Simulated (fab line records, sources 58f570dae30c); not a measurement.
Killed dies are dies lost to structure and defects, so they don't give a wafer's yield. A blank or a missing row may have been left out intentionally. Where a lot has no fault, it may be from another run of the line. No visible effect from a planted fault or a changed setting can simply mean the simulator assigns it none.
Comparing a struck lot with a sound one | flow berkeley cmos170 | 17 steps out of a route of 331
Sound: the wafers L110.2, L110.3, L110.4. Struck: wafer L114.1. The cause is named last.
Order at every step that has rows: each side's tool, ch and its chambers, its first start. Under that, the readings that differ: sound wafers | struck wafers | difference of the means | sigmas: that difference in standard deviations of wafers without a fault.
alike: words and numbers the same on both sides, and readings whose means are apart by under 2 such deviations; not compared: readings that were withheld, readings missing a value for some wafer, numbers with overlapping values and no deviation given by the record, and bounds like >300 which may hide the same value.
Wherever a step has rows on one side only, a row that says differs or no value, or a row with sigmas, the two part there. When numbers do not overlap yet have no deviation, they are printed without sigmas and do not part them. A reading missing from all wafers of one side parts the sides only when that side holds two or more wafers.

first, 5 steps without rows for these wafers: UCB170_CONTACT_COAT_10 (resist thk 900 nm); UCB170_CONTACT_SOFTBAKE_11 (time 60 s); UCB170_CONTACT_EXPOSE_12 (exposes mask CONT, target cd 700 nm); UCB170_CONTACT_PEB_13; UCB170_CONTACT_DEVELOP_14 (develop time 45 s).
UCB170_CONTACT_CD_MEAS_15 targets a cd of 700 nm.
  sound on cd sem-01 at day 8 18:58; struck on cd sem-02 at day 9 20:49
  alike: cd nm
UCB170_CONTACT_OVL_MEAS_16:
  sound on overlay-01 at day 8 19:04; struck on overlay-02 at day 9 20:56
  reading          | sound | struck | difference | sigmas
  CONTACT_OVL (nm) | 3 4 4 | -9     | -13        | -2
UCB170_CONTACT_ETCH_17: etches BARC in N2/H2.
  sound on rie diel-04 ch 2,3, day 8 19:06; struck on rie diel-04 ch 3, day 9 20:58
  alike: bias w, drypump motor current A, h2 flow sccm, oes product au, throttle valve pct
UCB170_CONTACT_ETCH_18: etches PSG in CHF3/CF4/Ar, stops on TiSi2, target depth 840 nm, time 195 s.
  sound on rie diel-04 ch 2,3; struck on rie diel-04 ch 3
  alike: drypump motor current A, oes product au, throttle valve pct
  not compared: rf hours counter h
UCB170_CONTACT_STRIP_19: strips in O2.
  sound on plasma asher-02 ch 0,1, day 8 19:16; struck on plasma asher-01 ch 0, day 9 21:08
  reading                     | sound       | struck | difference | sigmas
  drypump motor current A (A) | 6.1 6.6 6.1 | 5.2    | -1.1       | -2
  alike: oes product au
  not compared: rf hours counter h
UCB170_CONTACT_CD_MEAS_90 targets a cd of 700 nm.
  sound on cd sem-02 at day 8 19:23; struck on cd sem-02 at day 9 21:14
  alike: cd nm
then, 1 step without rows for these wafers: UCB170_CONTACT_CLEAN_20 (cleans in SPM, time 600 s).
UCB170_M1_SPUTTER_00: material Al, target thk 600 nm, time 80 s.
  sound on pvd sputter-04 at day 8 19:40; struck on pvd sputter-04 at day 9 21:32
  reading                               | sound           | struck | difference | sigmas
  model.Al_of_M1_SPUTTER_00.thk nm (nm) | 602.8 589.2 594 | 546.8  | -48.5      |
  alike: throttle valve pct
UCB170_M1_RS_MEAS_01: measurement is done with a four-point probe.
  sound on film metro-02 at day 8 19:45; struck on film metro-02 at day 9 21:35
  reading           | sound                | struck | difference | sigmas
  M1_AL_RS (ohm/sq) | 0.0482 0.0493 0.0490 | 0.0532 | +0.0044    | +6
UCB170_M1_THK_MEAS_02: measures by xrf.
  sound on film metro-02 at day 8 19:52; struck on film metro-02 at day 9 21:43
  reading        | sound       | struck | difference | sigmas
  M1_AL_THK (nm) | 592 580 582 | 537    | -48        | -5
then, 2 steps without rows for these wafers: UCB170_M1_COAT_03; UCB170_M3_PROBE_99.

## WHERE THEY PART
Last at UCB170_M1_THK_MEAS_02 as far as this record goes, first at UCB170_CONTACT_OVL_MEAS_16.

WHY: the cause the simulator had injected
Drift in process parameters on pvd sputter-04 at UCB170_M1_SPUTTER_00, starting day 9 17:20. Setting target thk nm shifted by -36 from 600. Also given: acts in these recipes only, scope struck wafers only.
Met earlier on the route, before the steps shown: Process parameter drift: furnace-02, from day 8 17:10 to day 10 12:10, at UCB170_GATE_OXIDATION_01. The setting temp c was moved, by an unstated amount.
